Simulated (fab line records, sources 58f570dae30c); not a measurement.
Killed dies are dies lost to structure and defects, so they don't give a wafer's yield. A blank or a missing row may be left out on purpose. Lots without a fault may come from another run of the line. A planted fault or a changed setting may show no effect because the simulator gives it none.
A struck lot beside a sound one | flow berkeley_cmos170 | 44 steps out of a route of 331
Sound: wafers L263.2, L263.5, L263.6. Struck: wafer L269.2. (L269.1, L269.5 of the same lot were not struck and are left out.) The cause comes at the end.
At each step with rows: each side's tool, then ch and its chambers, then its first start. Under that, the readings that differ: sound wafers | struck wafers | difference of the means | sigmas: that difference in standard deviations of wafers without a fault.
alike: readings whose means differ by less than 2 such deviations, and words and numbers that are the same on both sides. not compared: withheld readings, readings that some wafer has no value for, bounds like >300 that may hide the same value, and numbers for which the record gives no deviation and whose values overlap.
The two part at a step that has a row with sigmas, a row that says differs or no value, or rows on one side only. Numbers that don't overlap but have no deviation are shown without sigmas and don't part them. A reading that every wafer of one side lacks parts them only if that side has two wafers or more.

first, 3 steps without rows for these wafers: UCB170_M1_EXPOSE_06 (exposes mask METAL1, target cd 700 nm); UCB170_M1_PEB_07; UCB170_M1_DEVELOP_08 (develop time 45 s).
UCB170_M1_CD_MEAS_09: target cd 700 nm.
  sound on cd_sem-01, day 7 19:00; struck on cd_sem-02, day 9 17:26
  alike: cd_nm
UCB170_M1_OVL_MEAS_10:
  sound on overlay-01, day 7 19:06; struck on overlay-01, day 9 17:34
  alike: M1_OVL
UCB170_M1_ETCH_11: etches BARC in N2/H2.
  sound on rie_diel-01 ch 0,1,2, day 7 19:08; struck on rie_diel-01 ch 3, day 9 17:35
  reading               | sound             | struck | difference | sigmas
  oes_product_au (a.u.) | 0.964 0.978 0.970 | 1.020  | +0.049     | +3
  alike: drypump_motor_current_A, h2_flow_sccm, throttle_valve_pct
UCB170_M1_METAL_ETCH_12: etches Al in Cl2/BCl3, stops on PSG, target depth 780 nm, time 130 s.
  sound on rie_metal-03 ch 0,1, day 7 19:11; struck on rie_metal-03 ch 0, day 9 17:38
  alike: drypump_motor_current_A, he_backside_leak_sccm, oes_product_au, throttle_valve_pct
  not compared: rf_hours_counter_h
UCB170_M1_STRIP_13: strips in O2.
  sound on plasma_asher-02 ch 0,1, day 7 19:19; struck on plasma_asher-04 ch 1, day 9 17:46
  alike: drypump_motor_current_A, oes_product_au
  not compared: rf_hours_counter_h
UCB170_M1_CD_MEAS_90: target cd 700 nm.
  sound on cd_sem-01, day 7 19:26; struck on cd_sem-01, day 9 17:52
  alike: cd_nm
then, 1 step without rows for these wafers: UCB170_M1_ANNEAL_14 (time 1200 s).
UCB170_V1_CVD_00: deposits SiO2 from TEOS/O2, target thk 2000 nm, time 250 s.
  sound on pecvd-01 ch 1,2, day 7 22:04; struck on pecvd-01 ch 1, day 9 20:16
  alike: heater_power_w, pressure_mtorr
UCB170_V1_THK_MEAS_01:
  sound on film_metro-04, day 7 22:14; struck on film_metro-01, day 9 20:26
  alike: V1_TEOS_THK
UCB170_V1_CMP_02: polishes SiO2.
  sound on cmp-01 ch 0,2,3, day 7 22:26; struck on cmp-01 ch 0, day 9 20:29
  reading                             | sound            | struck | difference | sigmas
  model.SiO2_of_V1_CVD_00.thk_nm (nm) | 999.2 998.9 1000 | 751.9  | -247.5     |
  alike: motor_current_A
UCB170_V1_BOW_MEAS_03:
  sound on film_metro-01, day 7 22:37; struck on film_metro-02, day 9 20:47
  alike: V1_BOW
UCB170_V1_THK_MEAS_04:
  sound on film_metro-01, day 7 22:43; struck on film_metro-02, day 9 20:55
  reading              | sound              | struck | difference | sigmas
  V1_POLISHED_THK (nm) | 999.1 998.1 1000.5 | 752.1  | -247.1     | -99 or more
then, 7 steps without rows for these wafers: UCB170_V1_CLEAN_05 (cleans in DIW); UCB170_V1_HMDS_06 (prime time 60 s); UCB170_V1_COAT_07 (resist thk 900 nm); UCB170_V1_SOFTBAKE_08 (time 60 s); UCB170_V1_EXPOSE_09 (exposes mask VIA1, target cd 700 nm); UCB170_V1_PEB_10; UCB170_V1_DEVELOP_11 (develop time 47.05 s).
UCB170_V1_CD_MEAS_12: target cd 700 nm.
  sound on cd_sem-01, day 8 00:42; struck on cd_sem-01, day 9 22:55
  reading    | sound             | struck | difference | sigmas
  cd_nm (nm) | 697.6 697.9 697.0 | 700.1  | +2.6       | +2
UCB170_V1_OVL_MEAS_13:
  sound on overlay-02, day 8 00:49; struck on overlay-01, day 9 23:02
  alike: V1_OVL
UCB170_V1_ETCH_14: etches SiO2 in CHF3/CF4/Ar, stops on Al, target depth 1250 nm, time 291 s.
  sound on rie_diel-01 ch 1,2, day 8 00:50; struck on rie_diel-01 ch 2, day 9 23:04
  reading                        | sound             | struck | difference | sigmas
  oes_product_au (a.u.)          | 0.862 0.871 0.857 | 0.723  | -0.140     | -10
  model.V1.feature_depth_nm (nm) | 999.2 998.9 1000  | 752    | -247       |
  model.etch.depth_nm (nm)       | 999.2 998.9 1000  | 751.9  | -247.5     |
  alike: drypump_motor_current_A, throttle_valve_pct
  not compared: rf_hours_counter_h
then, 1 step without rows for these wafers: UCB170_V1_STRIP_15 (strips in O2).
UCB170_V1_CD_MEAS_90: target cd 700 nm.
  sound on cd_sem-02, day 8 01:08; struck on cd_sem-02, day 9 23:20
  reading    | sound             | struck | difference | sigmas
  cd_nm (nm) | 696.9 697.0 696.7 | 700.2  | +3.3       | +2
then, 1 step without rows for these wafers: UCB170_M2_PRE_CLEAN_00 (preclean etch time 60 s).
UCB170_M2_SPUTTER_01: material Al, target thk 900 nm, time 120 s.
  sound on pvd_sputter-02, day 8 01:18; struck on pvd_sputter-03, day 9 23:32
  alike: throttle_valve_pct
UCB170_M2_RS_MEAS_02: measures by four-point-probe.
  sound on film_metro-01, day 8 01:25; struck on film_metro-03, day 9 23:37
  reading           | sound                | struck | difference | sigmas
  M2_AL_RS (ohm/sq) | 0.0323 0.0321 0.0321 | 0.0330 | +0.0008    | +2
UCB170_M2_THK_MEAS_03: measures by xrf.
  sound on film_metro-01, day 8 01:31; struck on film_metro-03, day 9 23:44
  alike: M2_AL_THK
then, 11 steps without rows for these wafers: UCB170_M2_HMDS_04 (prime time 60 s); UCB170_M2_COAT_05 (resist thk 900 nm); UCB170_M2_SOFTBAKE_06 (time 60 s); UCB170_M2_STRIP_07 (strips in O2); UCB170_M2_STRIP_08 (strips KrF in DMSO, time 600 s); UCB170_M2_COAT_09; UCB170_M2_COAT_10 (resist thk 900 nm); UCB170_M2_SOFTBAKE_11 (time 60 s); UCB170_M2_EXPOSE_12 (exposes mask METAL2, target cd 700 nm); UCB170_M2_PEB_13; UCB170_M2_DEVELOP_14 (develop time 45 s).
UCB170_M2_METAL_ETCH_18: etches Al in Cl2/BCl3, stops on SiO2, target depth 1170 nm, time 195 s.
  sound on rie_metal-03 ch 1, day 8 07:52; struck on rie_metal-03 ch 0, day 10 02:10
  reading                             | sound             | struck | difference                   | sigmas
  oes_product_au (a.u.)               | 0.861 0.865 0.861 | 0.829  | -0.033                       | -3
  rf_hours_counter_h (h)              | - - -             | 7      | no value on the sound wafers |
  model.SiO2_of_V1_CVD_00.thk_nm (nm) | 936.8 936.4 937.2 | 688.8  | -248.0                       |
  alike: drypump_motor_current_A, he_backside_leak_sccm, throttle_valve_pct
then, 1 step without rows for these wafers: UCB170_M3_PROBE_99.

WHERE THEY PART
First at UCB170_M1_ETCH_11; last, within this record, at UCB170_M2_METAL_ETCH_18.

WHY: what the simulator had put in
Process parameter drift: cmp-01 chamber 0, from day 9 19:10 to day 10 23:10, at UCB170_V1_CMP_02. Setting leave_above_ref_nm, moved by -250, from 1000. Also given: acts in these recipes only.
